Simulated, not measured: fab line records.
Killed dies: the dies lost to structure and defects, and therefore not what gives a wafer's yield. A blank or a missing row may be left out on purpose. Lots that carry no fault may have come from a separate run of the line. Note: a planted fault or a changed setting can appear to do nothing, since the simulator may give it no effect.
Code-filled problem report in 8D (eight disciplines) form | flow berkeleyCmos170 | the parts of the form that need people (team, actions taken, sign-off) are left out

## 1. THE ISSUE
UCB170_M1_METAL_ETCH_12, runLengthS: mean 181.2 s over 1 wafer from 1 lot; wafers with no fault: 158.5 s, standard deviation 1.1. That is +21 standard deviations from the usual mean.
The step: etches Al in Cl2/BCl3, stops on PSG, target depth 780 nm, time 130 s.
Seen first at day 10 05:09 on rieMetal-04, wafer L260.2. Wafers with a number at this step in the record: 39, from 13 lots. Rule for "out" (also "out of limits"): further than 4 standard deviations from the usual mean. The rest of the wafers with a number are treated as sound.

## 2. WHAT IT IS, AND WHAT IT ISN'T
question                    | is                | is not
which readings at this step | runLengthS        | drypumpMotorCurrentA, throttleValvePct
which lots                  | L260              | L245, L247, L248, L249, L251, L252, L253, L255, L257, L258, L261, L268
which wafers of those lots  | L260.2            | L260.4, L260.6
read on which tools         | rieMetal-04       | rieMetal-02, rieMetal-03
when                        | from day 10 05:09 | up to then (32 sound wafers); but 6 sound wafers of L261, L268 came after

## 3. WHAT RULES OUT EACH SUSPECT
Counting: any tool at a process step up to the reading remains a suspect provided it ran every lot that is out. Sound lots after the first of them don't rule it out here, since some wafers of a struck lot are sound.
- rieMetal-04 at UCB170_M1_METAL_ETCH_12 (etches Al in Cl2/BCl3, stops on PSG, target depth 780 nm, time 130 s): kept. It ran the lot that is out, L260 (day 10 05:09); its last sound lot up to then is L257 (day 9 11:12). Its own runLengthS readings are out on those wafers.
- Within rieMetal-04 at UCB170_M1_METAL_ETCH_12: the wafers that are out ran in chamber 0; their sound lot-mates ran in chamber 1.
Left after counting: rieMetal-04 at UCB170_M1_METAL_ETCH_12.

## 4. THE CAUSE (what the simulator had put in)
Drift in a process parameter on rieMetal-04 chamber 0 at UCB170_M1_METAL_ETCH_12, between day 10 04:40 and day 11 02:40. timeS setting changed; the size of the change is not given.
This tool alone remained once counting was done.

## 5. THE CHAIN OF EFFECTS, in route order
Rows list readings where the struck wafers' mean (over those with a number) sits beyond 3 standard deviations from the usual. Readings are gone through only where the record gives a usual standard deviation; hours: the median, over the lots, of the time from a lot's start at the first step in this table giving one to that lot's start at this step; sigmas: the change measured in usual standard deviations.
hours | step                    | reading      | usual      | on struck wafers | change | sigmas
0     | UCB170_M1_METAL_ETCH_12 | oesProductAu | 0.866 a.u. | 0.811            | -0.055 | -3.4
0     | UCB170_M1_METAL_ETCH_12 | runLengthS   | 158.5 s    | 181.2            | +22.7  | +21
0     | UCB170_M1_STRIP_13      | oesProductAu | 0.717 a.u. | 0.685            | -0.032 | -7.0
It contains these process steps:
- UCB170_M1_METAL_ETCH_12: etches Al in Cl2/BCl3, stops on PSG, target depth 780 nm, time 130 s.
- UCB170_M1_STRIP_13: strips in O2.
Later steps that measure or inspect, where all struck wafers having a row at the step show a number for every such reading and not one has moved that far: UCB170_V1_CD_MEAS_90, UCB170_V2_THK_MEAS_04.

## 6. HOW IT WOULD HAVE BEEN CAUGHT EARLIER
First out-of-limits reading in this record: day 10 05:09, which is 0 hours after fault onset at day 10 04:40.
